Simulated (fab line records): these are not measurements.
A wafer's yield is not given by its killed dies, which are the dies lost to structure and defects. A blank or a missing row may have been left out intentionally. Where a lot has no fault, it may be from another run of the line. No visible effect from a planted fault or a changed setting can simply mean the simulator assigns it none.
Which tool did it? ; flow ritCmos ; Sampling: 13 lots, 39 wafers, 2 of 202 route steps

== WHAT EACH GAUGE READ, for each wafer ==
RIT_GATE_CD_MEAS_16: target cd 150 nm.
lot;measured;on;cdNm (nm)
L480;day 2 23:28;cdSem-01;143.5 146.1 146.0
L482;day 3 05:05;cdSem-01;152.1 152.0 151.0
L481;day 3 05:17;cdSem-02;150.5 150.3 148.2
L483;day 3 12:14;cdSem-01;155.6 154.4 156.8
L484;day 3 15:34;cdSem-01;149.0 149.0 145.9
L487;day 4 05:40;cdSem-01;145.3 147.6 146.2
L488;day 4 07:50;cdSem-01;149.5 151.9 152.1
L489;day 4 19:59;cdSem-02;146.8 149.3 147.4
L491;day 4 23:11;cdSem-01;151.5 148.5 152.8
L492;day 5 06:23;cdSem-01;199.4 196.9 197.8
L493;day 5 09:13;cdSem-01;148.9 146.9 147.7
L498;day 6 12:56;cdSem-01;151.0 151.4 152.2
L502;day 7 08:02;cdSem-02;147.6 147.0 148.0

== WHICH TOOL RAN EACH LOT (tool, then ch and the chambers of the sampled wafers, then the start) ==
lot;RIT_GATE_EXPOSE_13
L480;ilineStepper-01 ch 0, day 2 23:04
L482;ilineStepper-02 ch 0, day 3 04:41
L481;ilineStepper-01 ch 0, day 3 04:53
L483;ilineStepper-01 ch 0, day 3 11:50
L484;ilineStepper-01 ch 0, day 3 15:10
L487;ilineStepper-01 ch 0, day 4 05:16
L488;ilineStepper-01 ch 0, day 4 07:26
L489;ilineStepper-02 ch 0, day 4 19:35
L491;ilineStepper-02 ch 0, day 4 22:47
L492;ilineStepper-01 ch 0, day 5 05:59
L493;ilineStepper-01 ch 0, day 5 08:49
L498;ilineStepper-01 ch 0, day 6 12:31
L502;ilineStepper-02 ch 0, day 7 07:22
- RIT_GATE_EXPOSE_13: exposes mask M6, target cd 150 nm.

== WHAT THE TOOLS THEMSELVES READ (means of the sampled wafers that have a number; where no wafer has one, the mark that the record gives instead) ==
The record holds no such reading with a usual standard deviation.

== THE ANSWER, worked out from the rows above alone ==
Rule: what is usual is taken from the lots themselves. The widest of any qualifying gaps counts: lots, ordered by their means at a reading, are off when they make up no more than a third of the lots, leave a main group of 4 or more, and stand apart from it by 3 or more times the standard deviation of that group's means. If all means in a main group match to the digits the tables above print for the reading, that group is not used. Also off: a lot with no number at a reading for which 4 or more lots have one. All remaining lots with rows at the step are treated as sound. First the gauges in route order, then the tools' own readings, where a lot's mean is used as printed above. At the first step where some lot is off, the reading lying furthest off is the one used; lots without a number count as furthest.
Off: L492, at RIT_GATE_CD_MEAS_16 (cdNm). The main group: mean 149.4 nm, standard deviation 2.8.
A tool fits if, at a process step before that reading, it ran every lot that is off, and no sound lot after the first of them. Gauges at RIT_GATE_CD_MEAS_16: tried the same way as those tools. Of those tried, none fits.

== WHAT HAD BEEN PUT IN BY THE SIMULATOR ==
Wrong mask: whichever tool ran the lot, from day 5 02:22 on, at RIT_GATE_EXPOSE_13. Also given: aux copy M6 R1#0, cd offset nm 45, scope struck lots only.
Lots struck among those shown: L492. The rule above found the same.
